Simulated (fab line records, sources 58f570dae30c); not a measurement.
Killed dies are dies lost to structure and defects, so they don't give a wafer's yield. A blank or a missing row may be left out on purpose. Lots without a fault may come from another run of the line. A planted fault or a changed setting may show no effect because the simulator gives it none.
A struck lot beside a sound one | flow berkeley_cmos170 | 24 steps out of a route of 331
Sound: wafers L967.2, L967.5, L967.6. Struck: wafers L980.2, L980.3, L980.4. The cause comes at the end.
At each step with rows: each side's tool, then ch and its chambers, then its first start. Under that, the readings that differ: sound wafers | struck wafers | difference of the means | sigmas: that difference in standard deviations of wafers without a fault.
alike: readings whose means differ by less than 2 such deviations, and words and numbers that are the same on both sides. not compared: withheld readings, readings that some wafer has no value for, bounds like >300 that may hide the same value, and numbers for which the record gives no deviation and whose values overlap.
The two part at a step that has a row with sigmas, a row that says differs or no value, or rows on one side only. Numbers that don't overlap but have no deviation are shown without sigmas and don't part them. A reading that every wafer of one side lacks parts them only if that side has two wafers or more.

first, 4 steps without rows for these wafers: UCB170_PWELL_WET_ETCH_19 (etches Si3N4 in H3PO4, time 14400 s); UCB170_PWELL_WET_ETCH_20 (etches SiO2 in BOE, time 22 s); UCB170_WELLDRIVE_CLEAN_00 (cleans in SPM, time 600 s); UCB170_WELLDRIVE_OXIDATION_01 (target thk 199 nm, ox time 9000 s).
UCB170_WELLDRIVE_THK_MEAS_02:
  sound on film_metro-03, day 4 11:18; struck on film_metro-04, day 7 00:53
  alike: WELLDRIVE_OXIDE_THK
then, 5 steps without rows for these wafers: UCB170_WELLDRIVE_ANNEAL_03 (time 900 s); UCB170_WELLDRIVE_WET_ETCH_04 (etches SiO2 in BOE, time 120 s); UCB170_ACTIVE_CLEAN_00 (cleans in SPM, time 600 s); UCB170_ACTIVE_CLEAN_01 (cleans in dHF, time 60 s); UCB170_ACTIVE_OXIDATION_02 (target thk 26.4 nm, ox time 1260 s).
UCB170_ACTIVE_THK_MEAS_03:
  sound on film_metro-01, day 4 22:17; struck on film_metro-01, day 7 10:29
  alike: ACTIVE_OXIDE_THK
then, 1 step without rows for these wafers: UCB170_ACTIVE_ANNEAL_04 (time 900 s).
UCB170_ACTIVE_CVD_05: deposits Si3N4 from SiH2Cl2/NH3, target thk 220 nm, time 3300 s.
  sound on lpcvd-02 ch 0, day 5 01:53; struck on lpcvd-02 ch 1, day 7 14:18
  reading                                  | sound             | struck            | difference | sigmas
  spike_tc_centre_C (C)                    | 801.7 801.9 802.5 | 829.7 828.0 830.6 | +27.4      | +21
  zone_power_centre_pct (%)                | 31.6 31.6 31.5    | 44.4 45.0 43.8    | +12.8      | +8
  model.Si3N4_of_ACTIVE_CVD_05.thk_nm (nm) | 223.3 222.4 221.4 | 239.5 244.4 254.1 | +23.6      |
UCB170_ACTIVE_THK_MEAS_06:
  sound on film_metro-04, day 5 03:49; struck on film_metro-04, day 7 16:14
  reading                 | sound             | struck            | difference | sigmas
  ACTIVE_NITRIDE_THK (nm) | 223.1 222.4 221.5 | 239.2 244.3 254.2 | +23.6      | +16
then, 6 steps without rows for these wafers: UCB170_ACTIVE_HMDS_07 (prime time 60 s); UCB170_ACTIVE_COAT_08 (resist thk 900 nm); UCB170_ACTIVE_SOFTBAKE_09 (time 60 s); UCB170_ACTIVE_EXPOSE_10 (exposes mask ACTIVE, target cd 1200 nm); UCB170_ACTIVE_PEB_11; UCB170_ACTIVE_DEVELOP_12 (develop time 45 s).
UCB170_ACTIVE_CD_MEAS_13: target cd 1200 nm.
  sound on cd_sem-01, day 5 05:07; struck on cd_sem-02, day 7 17:22
  alike: cd_nm
UCB170_ACTIVE_OVL_MEAS_14:
  sound on overlay-02, day 5 05:13; struck on overlay-01, day 7 17:29
  alike: ACTIVE_OVL
UCB170_ACTIVE_ETCH_15: etches Si3N4 in CH3F/Ar/O2, stops on SiO2, target depth 242 nm, time 151 s.
  sound on rie_diel-01 ch 0,2,3, day 5 05:14; struck on rie_diel-03 ch 0,1,3, day 7 17:31
  reading                  | sound             | struck            | difference | sigmas
  oes_product_au (a.u.)    | 0.928 0.921 0.960 | 0.945 1.011 1.002 | +0.050     | +3
  model.etch.depth_nm (nm) | 223.3 222.4 221.4 | 239.5 244.4 247.3 | +21.4      |
  alike: drypump_motor_current_A, throttle_valve_pct
  not compared: rf_hours_counter_h
UCB170_ACTIVE_STRIP_16: strips in O2.
  sound on plasma_asher-03 ch 0,1, day 5 05:20; struck on plasma_asher-01 ch 0,1, day 7 17:37
  alike: drypump_motor_current_A, oes_product_au, strip_time_to_endpoint_s
  not compared: rf_hours_counter_h

WHERE THEY PART
First at UCB170_ACTIVE_CVD_05; last, within this record, at UCB170_ACTIVE_ETCH_15. Later steps at which nothing parts them and some readings are alike: UCB170_ACTIVE_STRIP_16.

WHY: what the simulator had put in
Process parameter drift: lpcvd-02, from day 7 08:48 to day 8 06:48, at UCB170_ACTIVE_CVD_05. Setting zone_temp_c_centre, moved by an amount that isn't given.
